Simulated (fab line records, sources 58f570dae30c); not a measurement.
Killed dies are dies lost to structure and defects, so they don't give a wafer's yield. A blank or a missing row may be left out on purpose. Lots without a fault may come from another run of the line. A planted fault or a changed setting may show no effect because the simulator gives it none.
Problem report in the 8D (eight disciplines) form, filled by code | flow berkeley_cmos170 | the parts of the form that need people (team, actions taken, sign-off) are left out

1. THE PROBLEM
NWELL_TW at UCB170_NWELL_TW_MEAS_16 reads a mean of 1081 on 6 wafers of 2 lots; wafers without a fault read 1249 with a standard deviation of 12. That is -14 standard deviations from the usual mean.
First seen on wafer L702.2, day 6 01:14, on film_metro-04. The record holds 42 wafers of 14 lots with a number at this step. Rule for "out", or "out of limits": more than 4 standard deviations from the usual mean. The other wafers with a number count as sound.

2. WHAT IT IS AND WHAT IT IS NOT
question                    | is                     | is not
which readings at this step | NWELL_TW               | -
which lots                  | L702, L704             | L685, L686, L687, L688, L689, L691, L692, L694, L695, L696, L697, L700
which wafers of those lots  | all that have a number | -
read on which gauges        | film_metro-04          | film_metro-02, film_metro-03
when                        | from day 6 01:14       | up to then (36 sound wafers)

3. SUSPECTS, AND WHAT RULES EACH OUT
Counting: a tool at a process step up to the reading stays a suspect if it ran every lot that is out and no sound lot after the first of them.
- the gauge at UCB170_NWELL_TW_MEAS_16: ruled out. All the wafers that are out were read on film_metro-04, but those of them that UCB170_NWELL_IMPLANT_14 has rows for are out there too, on other tools.
- rie_diel-04 at UCB170_NWELL_ETCH_13 (etches Si3N4 in CH3F/Ar/O2, stops on SiO2, target depth 246.4 nm, time 154 s): kept. It ran every lot that is out, first L702 (day 6 00:52), and no sound lot after that; its last sound lot up to then is L700 (day 5 17:25).
- implanter-04 at UCB170_NWELL_IMPLANT_14: kept. It ran every lot that is out, first L702 (day 6 01:00), and no sound lot after that; its last sound lot up to then is L696 (day 4 20:58). Its own readings are out on those wafers: dose_ions_cm2, faraday_current_uA.
- plasma_asher-04 at UCB170_NWELL_STRIP_15 (strips in O2): kept. It ran every lot that is out, first L702 (day 6 01:08), and no sound lot after that; its last sound lot up to then is L692 (day 4 06:22).
Left after counting: rie_diel-04 at UCB170_NWELL_ETCH_13, implanter-04 at UCB170_NWELL_IMPLANT_14, plasma_asher-04 at UCB170_NWELL_STRIP_15.

4. THE CAUSE (what the simulator had put in)
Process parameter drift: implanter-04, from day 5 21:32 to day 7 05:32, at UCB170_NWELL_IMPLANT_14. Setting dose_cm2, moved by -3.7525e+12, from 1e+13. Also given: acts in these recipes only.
Counting left 3 suspects, and this tool is among them.

5. THE CHAIN OF EFFECTS, in route order
Each row: a reading whose mean over the struck wafers that have a number lies more than 3 standard deviations from the usual. Only readings for which the record gives a usual standard deviation are gone through. hours: the time from each lot's start at the first step in this table that gives one to its start at this step, as a median over the lots. sigmas: the change in usual standard deviations.
hours | step                    | reading            | usual | on struck wafers | change | sigmas
0     | UCB170_NWELL_IMPLANT_14 | dose_ions_cm2      | 1e+13 | 6e+12            | -4e+12 | -99 or more
0     | UCB170_NWELL_IMPLANT_14 | faraday_current_uA | 31.7  | 19.8             | -11.9  | -19
0     | UCB170_NWELL_TW_MEAS_16 | NWELL_TW           | 1249  | 1081             | -168   | -14
The process steps in it:
- UCB170_NWELL_IMPLANT_14
Later measuring or inspecting steps at which every struck wafer that the step has a row for has a number for every such reading, and none has moved that far: UCB170_ACTIVE_OVL_MEAS_14.

6. WHAT WOULD HAVE CAUGHT IT SOONER
In this record the first reading out of limits at a measuring or inspecting step was taken at day 6 01:14, 4 hours after the fault began at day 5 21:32.
The tool's own readings at UCB170_NWELL_IMPLANT_14 were out on every struck wafer that the step has a row for (dose_ions_cm2, faraday_current_uA): an alarm limit on them would have fired on the first of those.
Of the lots that are out (2), L704 began UCB170_NWELL_IMPLANT_14 on implanter-04 after day 6 01:14. A hold on the tool at that time would have spared it.
